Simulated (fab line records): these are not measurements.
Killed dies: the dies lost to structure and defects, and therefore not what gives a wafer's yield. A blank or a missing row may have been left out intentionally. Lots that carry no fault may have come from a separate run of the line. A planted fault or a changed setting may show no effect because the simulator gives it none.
Comparing a struck lot with a sound one / flow rit cmos / 34 steps out of a route of 202
Sound: wafers L688.1, L688.2, L688.4. Struck: wafers L683.1, L683.2, L683.6. The cause is given at the end.
Per side, at each step with rows, come the tool, then ch with its chambers, and then its first start. Under that, the readings that differ: sound wafers / struck wafers / difference of the means / sigmas: that difference in standard deviations of wafers without a fault.
alike: a reading whose means differ by less than 2 such deviations, as well as words and numbers matching on both sides. not compared: withheld readings; readings where some wafer has no value; bounds like >300 that might hide an equal value; numbers whose values overlap and for which the record gives no deviation.
The two part at a step that has a row with sigmas, a row that says differs or no value, or rows on one side only. Numbers that don't overlap but have no deviation are shown without sigmas and don't part them. A reading that every wafer of one side lacks parts them only if that side has two wafers or more.

first, 2 steps without rows for these wafers: RIT_SPACER_CLEAN_02 (cleans in SC2, time 600 s); RIT_SPACER_CVD_03 (deposits Si3N4 from SiH2Cl2/NH3, target thk 250 nm, time 3300 s).
RIT_SPACER_THK_MEAS_04:
  sound on film metro-02, day 7 04:14; struck on film metro-04, day 6 03:29
reading=SPACER_NITRIDE_THK (nm); sound=253.8 253.6 252.6; struck=247.5 248.0 249.5; difference=-5.0; sigmas=-2
RIT_SPACER_ETCHBACK_05: etches Si3N4 in SF6/CHF3, stops on SiO2, target depth 250 nm, time 240 s.
  sound on rie diel-03 ch 0,1,2, day 7 04:18; struck on rie diel-01 ch 0,3, day 6 03:32
  alike: chamber pressure mTorr, drypump motor current A, oes product au, throttle valve pct
  not compared: rf hours counter h
then, 6 steps without rows for these wafers: RIT_NSD_HMDS_00 (prime time 60 s); RIT_NSD_COAT_01 (resist thk 989.5 nm); RIT_NSD_SOFTBAKE_02 (time 60 s); RIT_NSD_EXPOSE_03 (exposes mask M9, target cd 40700 nm); RIT_NSD_PEB_04; RIT_NSD_DEVELOP_05 (develop time 50 s).
RIT_NSD_OVL_MEAS_06:
  sound on overlay-02, day 7 05:26; struck on overlay-02, day 6 04:32
reading=NSD_OVL (nm); sound=-3.1 -0.3 -0.4; struck=0.7 3.5 2.5; difference=+3.5; sigmas=+2
then, 1 step without rows for these wafers: RIT_NSD_HARDBAKE_07 (time 60 s).
RIT_NSD_IMPLANT_08:
  sound on implanter-01 ch 0, day 7 05:41; struck on implanter-03 ch 0, day 6 04:43
reading=beam energy keV; sound=24.999 24.993 24.996; struck=22.465 22.448 22.458; difference=-2.539; sigmas=-99 or more
reading=model.implant.rp nm (nm); sound=31.78 31.78 31.78; struck=29.98 29.98 29.98; difference=-1.80; sigmas=
reading=model.implant.drp nm (nm); sound=14.84 14.84 14.84; struck=13.91 13.91 13.91; difference=-0.93; sigmas=
  alike: beam on s
RIT_NSD_STRIP_09: strips in O2, time 180 s.
  sound on plasma asher-04 ch 0,1, day 7 05:50; struck on plasma asher-01 ch 0,1, day 6 04:52
  alike: chamber pressure mTorr, drypump motor current A, o2 flow sccm
  not compared: rf hours counter h
RIT_NSD_TW_MEAS_10:
  sound on film metro-01, day 7 06:01; struck on film metro-03, day 6 05:03
  alike: NSD_TW
then, 6 steps without rows for these wafers: RIT_PSD_HMDS_00 (prime time 60 s); RIT_PSD_COAT_01 (resist thk 1000 nm); RIT_PSD_SOFTBAKE_02 (time 60 s); RIT_PSD_EXPOSE_03 (exposes mask M10, target cd 40900 nm); RIT_PSD_PEB_04; RIT_PSD_DEVELOP_05 (develop time 50 s).
RIT_PSD_OVL_MEAS_06:
  sound on overlay-02, day 7 06:58; struck on overlay-01, day 6 05:59
  alike: PSD_OVL
then, 2 steps without rows for these wafers: RIT_PSD_HARDBAKE_07 (time 60 s); RIT_PSD_IMPLANT_08.
RIT_PSD_STRIP_09: strips in O2, time 180 s.
  sound on plasma asher-04 ch 0,1, day 7 07:17; struck on plasma asher-01 ch 0,1, day 6 06:20
  alike: chamber pressure mTorr, drypump motor current A, o2 flow sccm
  not compared: rf hours counter h
RIT_PSD_TW_MEAS_10:
  sound on film metro-02, day 7 07:28; struck on film metro-03, day 6 06:30
  alike: PSD_TW
then, 3 steps without rows for these wafers: RIT_SDANNEAL_CLEAN_00 (cleans in SC1, time 600 s); RIT_SDANNEAL_CLEAN_01 (cleans in dHF, time 30 s); RIT_SDANNEAL_CLEAN_02 (cleans in SC2, time 590 s).
RIT_SDANNEAL_RTA_03: time 5 s.
  sound on rtp anneal-01 ch 0, day 7 08:04; struck on rtp anneal-02 ch 0, day 6 06:56
  alike: wafer_temp_C_max
RIT_SDANNEAL_RS_MEAS_04: measurement is done with a four-point probe.
  sound on film metro-02, day 7 08:08; struck on film metro-02, day 6 06:59
  alike: PSD_RS
RIT_SDANNEAL_RS_MEAS_05: measurement is done with a four-point probe.
  sound on film metro-02, day 7 08:15; struck on film metro-02, day 6 07:07
reading=NSD_RS (ohm/sq); sound=84.99 84.44 84.36; struck=85.71 85.71 85.47; difference=+1.03; sigmas=+4
RIT_SDANNEAL_RS_MEAS_06: measurement is done with a four-point probe.
  sound on film metro-02, day 7 08:22; struck on film metro-02, day 6 07:14
  alike: PLDD_RS
RIT_M1_PROBE_99:
  sound on prober-02, day 7 15:55; struck on prober-01, day 6 14:38
reading=model.etest.contact nplus.end ohm um; sound=41.13 41.2 40.81; struck=43.24 42.67 43.26; difference=+2.01; sigmas=
  alike: killed at contacts, killed at front end, killed dies, killed open, killed short

== WHERE THEY PART ==
At RIT_SPACER_THK_MEAS_04 first; at RIT_SDANNEAL_RS_MEAS_05 last (within this record only). Later steps at which nothing parts them and some readings are alike: RIT_SDANNEAL_RS_MEAS_06, RIT_M1_PROBE_99.

WHY: what had been put in by the simulator
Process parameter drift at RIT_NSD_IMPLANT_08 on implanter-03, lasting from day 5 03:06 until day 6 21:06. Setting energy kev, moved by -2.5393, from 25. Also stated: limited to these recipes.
